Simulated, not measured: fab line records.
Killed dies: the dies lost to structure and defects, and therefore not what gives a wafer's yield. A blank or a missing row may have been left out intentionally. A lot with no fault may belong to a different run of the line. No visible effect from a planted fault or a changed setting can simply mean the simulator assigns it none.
Comparing a struck lot with a sound one :: flow rit_cmos :: 44 out of 202 route steps
Sound: the wafers L527.2, L527.5, L527.6. Struck: wafers L522.2, L522.3, L522.6. The cause is named last.
Each step with rows lists, per side, the tool, then ch with its chambers, then its first start. Under that, the readings that differ: sound wafers :: struck wafers :: difference of the means :: sigmas: that difference in standard deviations of wafers without a fault.
alike: readings with means less than 2 such deviations apart, plus words and numbers identical on both sides. not compared: withheld readings, readings lacking a value on some wafer, bounds such as >300 that could conceal the same value, and numbers that have no deviation in the record and whose values overlap.
A row with sigmas, a row that says differs or no value, or rows on one side alone: a step with any of these is where the two part. Numbers that don't overlap but have no deviation are shown without sigmas and don't part them. Lack of a reading on every wafer of one side parts them only where that side has two or more wafers.

RIT_FOX2_THK_MEAS_01:
  sound: film_metro-01 at day 4 23:01; struck: film_metro-04 at day 3 20:38
  alike: FOX2_OXIDE_THK
then, 2 steps without rows for these wafers: RIT_FOX2_CLEAN_02 (cleans in dHF, time 180 s); RIT_FOX2_WET_ETCH_03 (etches Si3N4 in H3PO4, target depth 195 nm, time 2700 s).
RIT_FOX2_THK_MEAS_90:
  sound: film_metro-04 at day 4 23:53; struck: film_metro-04 at day 3 21:40
  alike: FIELD_OXIDE_LEFT_1_THK
then, 6 steps without rows for these wafers: RIT_NWELL_HMDS_00 (prime time 60 s); RIT_NWELL_COAT_01 (resist thk 1300 nm); RIT_NWELL_SOFTBAKE_02 (time 60 s); RIT_NWELL_EXPOSE_03 (exposes mask M2, target cd 43900 nm); RIT_NWELL_PEB_04; RIT_NWELL_DEVELOP_05 (develop time 68 s).
RIT_NWELL_OVL_MEAS_06:
  sound: overlay-01 at day 5 00:50; struck: overlay-02 at day 3 22:44
  alike: NWELL_OVL
then, 1 step without rows for these wafers: RIT_NWELL_HARDBAKE_07 (time 120 s).
RIT_NWELL_IMPLANT_08:
  sound on implanter-02 ch 0, day 5 01:16; struck on implanter-03 ch 0, day 3 23:02
reading: dose_ions_cm2
sound: 5.006e+13 5e+13 5.003e+13
struck: 3.106e+13 3.109e+13 3.115e+13
difference: -1.893e+13
sigmas: -99 or more

reading: faraday_current_uA
sound: 160 162 157
struck: 98 99 95
difference: -62
sigmas: -19
RIT_NWELL_STRIP_09: strips in O2, time 180 s.
  sound on plasma_asher-04 ch 0,1, day 5 01:23; struck on plasma_asher-03 ch 0,1, day 3 23:10
  alike: drypump_motor_current_A
  not compared: rf_hours_counter_h
RIT_NWELL_TW_MEAS_10:
  sound: film_metro-04 at day 5 01:35; struck: film_metro-02 at day 3 23:20
reading: NWELL_TW
sound: 2134 2149 2135
struck: 1821 1826 1834
difference: -312
sigmas: -13
then, 6 steps without rows for these wafers: RIT_PWELL_HMDS_00 (prime time 60 s); RIT_PWELL_COAT_01 (resist thk 1300 nm); RIT_PWELL_SOFTBAKE_02 (time 60 s); RIT_PWELL_EXPOSE_03 (exposes mask M3, target cd 43700 nm); RIT_PWELL_PEB_04; RIT_PWELL_DEVELOP_05 (develop time 68 s).
RIT_PWELL_OVL_MEAS_06:
  sound: overlay-02 at day 5 02:38; struck: overlay-01 at day 4 00:25
  alike: PWELL_OVL
then, 2 steps without rows for these wafers: RIT_PWELL_HARDBAKE_07 (time 120 s); RIT_PWELL_IMPLANT_08.
RIT_PWELL_STRIP_09: strips in O2, time 180 s.
  sound on plasma_asher-03 ch 0,1, day 5 03:04; struck on plasma_asher-03 ch 1, day 4 00:50
  alike: drypump_motor_current_A
  not compared: rf_hours_counter_h
RIT_PWELL_TW_MEAS_10:
  sound: film_metro-01 at day 5 03:15; struck: film_metro-01 at day 4 01:02
  alike: PWELL_TW
then, 1 step without rows for these wafers: RIT_WELLDRIVE_ANNEAL_00 (time 14700 s).
RIT_WELLDRIVE_RS_MEAS_01: measurement is done with a four-point probe.
  sound: film_metro-01 at day 5 08:24; struck: film_metro-04 at day 4 06:35
reading: NWELL_RS (ohm/sq)
sound: 277.1 276.3 276.4
struck: 369.1 368.0 369.0
difference: +92.1
sigmas: +99 or more
RIT_WELLDRIVE_RS_MEAS_02: measurement is done with a four-point probe.
  sound: film_metro-01 at day 5 08:31; struck: film_metro-04 at day 4 06:43
  alike: PWELL_RS
then, 6 steps without rows for these wafers: RIT_NRETRO_HMDS_00 (prime time 60 s); RIT_NRETRO_COAT_01 (resist thk 1300 nm); RIT_NRETRO_SOFTBAKE_02 (time 60 s); RIT_NRETRO_EXPOSE_03 (exposes mask M4, target cd 43900 nm); RIT_NRETRO_PEB_04; RIT_NRETRO_DEVELOP_05 (develop time 68 s).
RIT_NRETRO_OVL_MEAS_06:
  sound: overlay-02 at day 5 09:31; struck: overlay-01 at day 4 07:41
  alike: NRETRO_OVL
then, 2 steps without rows for these wafers: RIT_NRETRO_HARDBAKE_07 (time 120 s); RIT_NRETRO_IMPLANT_08.
RIT_NRETRO_STRIP_09: strips in O2, time 180 s.
  sound on plasma_asher-02 ch 0,1, day 5 09:56; struck on plasma_asher-01 ch 0,1, day 4 08:07
  alike: drypump_motor_current_A
  not compared: rf_hours_counter_h
RIT_NRETRO_TW_MEAS_10:
  sound: film_metro-02 at day 5 10:08; struck: film_metro-02 at day 4 08:19
  alike: NRETRO_TW
then, 2 steps without rows for these wafers: RIT_PRETRO_HMDS_00 (prime time 60 s); RIT_PRETRO_COAT_01 (resist thk 1300 nm).
RIT_GATE_ETCH_19: etches poly-Si in SF6/CHF3/O2, stops on SiO2, time 165 s, target depth 312.5 nm.
  sound on rie_si-01 ch 0,3, day 5 19:53; struck on rie_si-02 ch 0,2, day 4 15:02
reading: model.GATE.cd_nm (nm)
sound: 148.9 145.9 147.3
struck: 149.4 149.9 150.5
difference: +2.6
sigmas: 
  alike: drypump_motor_current_A, oes_product_au, rf_fwd_power_W, throttle_valve_pct
  not compared: rf_hours_counter_h
RIT_M1_PROBE_99:
  sound: prober-02 at day 6 18:03; struck: prober-01 at day 5 11:42
reading: model.etest.pmos_0p3.r_on_ohm_um
sound: 6709 6532 6739
struck: 6109 6066 6035
difference: -590
sigmas: 

reading: model.etest.pmos_turned.r_on_ohm_um
sound: 3799 3628 3807
struck: 3513 3388 3436
difference: -299
sigmas: 

reading: model.etest.pmos_0p15.r_on_ohm_um
sound: 2988 2862 2963
struck: 2807 2756 2794
difference: -152
sigmas: 

reading: model.etest.nwell_pinched.rs_ohm_sq
sound: 343.5 342.7 342.7
struck: 463.9 464.2 468.6
difference: +122.6
sigmas: 

reading: model.etest.well_edge_left.line_ohm_um
sound: 186.6 183.7 182.1
struck: 255.8 256 257.2
difference: +72.2
sigmas: 

reading: model.etest.well_edge_right.line_ohm_um
sound: 184.5 183.5 183.3
struck: 256.6 252.2 259.7
difference: +72.4
sigmas: 

reading: model.etest.pmos_0p15.drive_ua_um
sound: 232.1 246.9 236.8
struck: 265.3 267.4 267.6
difference: +28.2
sigmas: 

reading: model.etest.pmos_turned.drive_ua_um
sound: 163.6 173.8 162.5
struck: 190.6 200.4 198.4
difference: +29.8
sigmas: 
  alike: killed_at_contacts, killed_at_front_end, killed_dies, killed_open, killed_short

WHERE THEY PART
At RIT_NWELL_IMPLANT_08 first; at RIT_WELLDRIVE_RS_MEAS_01 last (within this record only). Later steps at which nothing parts them and some readings are alike: RIT_WELLDRIVE_RS_MEAS_02, RIT_NRETRO_OVL_MEAS_06, RIT_NRETRO_STRIP_09, RIT_NRETRO_TW_MEAS_10, RIT_GATE_ETCH_19, RIT_M1_PROBE_99.

WHY: whatever the simulator had introduced
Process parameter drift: implanter-03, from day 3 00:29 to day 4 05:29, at RIT_NWELL_IMPLANT_08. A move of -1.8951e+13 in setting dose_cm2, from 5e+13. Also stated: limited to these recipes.
